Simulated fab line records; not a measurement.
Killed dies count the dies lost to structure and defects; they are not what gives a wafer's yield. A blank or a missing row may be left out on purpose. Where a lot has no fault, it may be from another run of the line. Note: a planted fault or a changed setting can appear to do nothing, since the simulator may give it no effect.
A lot that was struck, set against a sound lot + flow berkeley-cmos170 + 16 out of 331 route steps
Sound: wafers L339.1, L339.2, L339.3. Struck: wafer L325.3 (L325.1, L325.4, from the same lot, were not struck and are left out); the cause is given at the end.
Order at every step that has rows: each side's tool, ch and its chambers, its first start. Under that, the readings that differ: sound wafers + struck wafers + difference of the means + sigmas: that difference in standard deviations of wafers without a fault.
alike: a reading whose means differ by less than 2 such deviations, as well as words and numbers matching on both sides. not compared: withheld readings; readings where some wafer has no value; bounds like >300 that might hide an equal value; numbers whose values overlap and for which the record gives no deviation.
Wherever a step has rows on one side only, a row that says differs or no value, or a row with sigmas, the two part there. Numbers that have no deviation but don't overlap get no sigmas and don't part them. A reading that every wafer of one side lacks parts them only if that side has two wafers or more.

first, 1 step without rows for these wafers: UCB170_M1_COAT_04 (resist thk 900 nm).
UCB170_M1_SOFTBAKE_05: time 62.11 s.
  sound: litho-track-04 ch 0; struck: litho-track-02 ch 0
| reading                     | sound                | struck | difference | sigmas |
|-----------------------------|----------------------|--------|------------|--------|
| plate-sensor-t-centre-C (C) | 131.42 131.42 131.39 | 131.39 | -0.02      | -2     |
  alike: plate-sensor-t-edge-C, resist-line-temp-C
then, 3 steps without rows for these wafers: UCB170_M1_EXPOSE_06 (exposes mask METAL1, target cd 700 nm); UCB170_M1_PEB_07; UCB170_M1_DEVELOP_08 (develop time 45 s).
UCB170_M1_CD_MEAS_09: the cd target is 700 nm.
  sound on cd-sem-01, day 10 23:16; struck on cd-sem-01, day 8 16:34
  alike: cd-nm
UCB170_M1_OVL_MEAS_10:
  sound on overlay-01, day 10 23:23; struck on overlay-01, day 8 16:41
  alike: M1_OVL
UCB170_M1_ETCH_11: etches BARC in N2/H2.
  sound on rie-diel-03 ch 0,1,3, day 10 23:25; struck on rie-diel-03 ch 0, day 8 16:44
  alike: drypump-motor-current-A, oes-product-au, rf-fwd-power-W, throttle-valve-pct
UCB170_M1_METAL_ETCH_12: etches Al in Cl2/BCl3, stops on PSG, target depth 780 nm, time 130 s.
  sound on rie-metal-02 ch 0,1, day 10 23:28; struck on rie-metal-02 ch 1, day 8 16:46
  alike: bcl3-flow-sccm, drypump-motor-current-A, oes-product-au, rf-fwd-power-W, throttle-valve-pct
  not compared: rf-hours-counter-h
UCB170_M1_STRIP_13: strips in O2.
  sound on plasma-asher-04 ch 0,1, day 10 23:36; struck on plasma-asher-02 ch 0, day 8 16:54
  alike: drypump-motor-current-A, oes-product-au
  not compared: rf-hours-counter-h
UCB170_M1_CD_MEAS_90: the cd target is 700 nm.
  sound on cd-sem-01, day 10 23:42; struck on cd-sem-02, day 8 17:00
  alike: cd-nm
then, 1 step without rows for these wafers: UCB170_M1_ANNEAL_14 (time 1200 s).
UCB170_V1_CVD_00: deposits SiO2 from TEOS/O2, target thk 2000 nm, time 250 s.
  sound on pecvd-03 ch 0,1,2, day 11 04:08; struck on pecvd-02 ch 0, day 8 20:03
| reading                             | sound             | struck | difference | sigmas |
|-------------------------------------|-------------------|--------|------------|--------|
| rf-fwd-power-W (W)                  | 548.6 548.4 546.4 | 552.1  | +4.3       | +3     |
| model.SiO2_of_V1_CVD_00.thk-nm (nm) | 1998 2007 1979    | 2637   | +642       |        |
  alike: heater-power-w
UCB170_V1_THK_MEAS_01:
  sound on film-metro-04, day 11 04:17; struck on film-metro-03, day 8 20:26
| reading          | sound          | struck | difference | sigmas |
|------------------|----------------|--------|------------|--------|
| V1_TEOS_THK (nm) | 1997 2007 1978 | 2636   | +642       | +28    |
  not compared: hold
UCB170_V1_CMP_02: polishes SiO2.
  sound on cmp-02 ch 1,2,3, day 11 04:23; struck on cmp-01 ch 2, day 8 23:22
| reading             | sound          | struck                   | difference                   | sigmas |
|---------------------|----------------|--------------------------|------------------------------|--------|
| hold                | - - -          | await-dispo/2.9h/release | no value on the sound wafers |        |
| motor-current-A (A) | 18.5 18.9 16.4 | 14.6                     | -3.3                         | -2     |
UCB170_M3_PROBE_99:
  only the struck wafers here have rows in the record (prober-01, day 9 11:01); the sound ones have none

## WHERE THEY PART
Last at UCB170_M3_PROBE_99 as far as this record goes, first at UCB170_M1_SOFTBAKE_05.

WHY: whatever the simulator had introduced
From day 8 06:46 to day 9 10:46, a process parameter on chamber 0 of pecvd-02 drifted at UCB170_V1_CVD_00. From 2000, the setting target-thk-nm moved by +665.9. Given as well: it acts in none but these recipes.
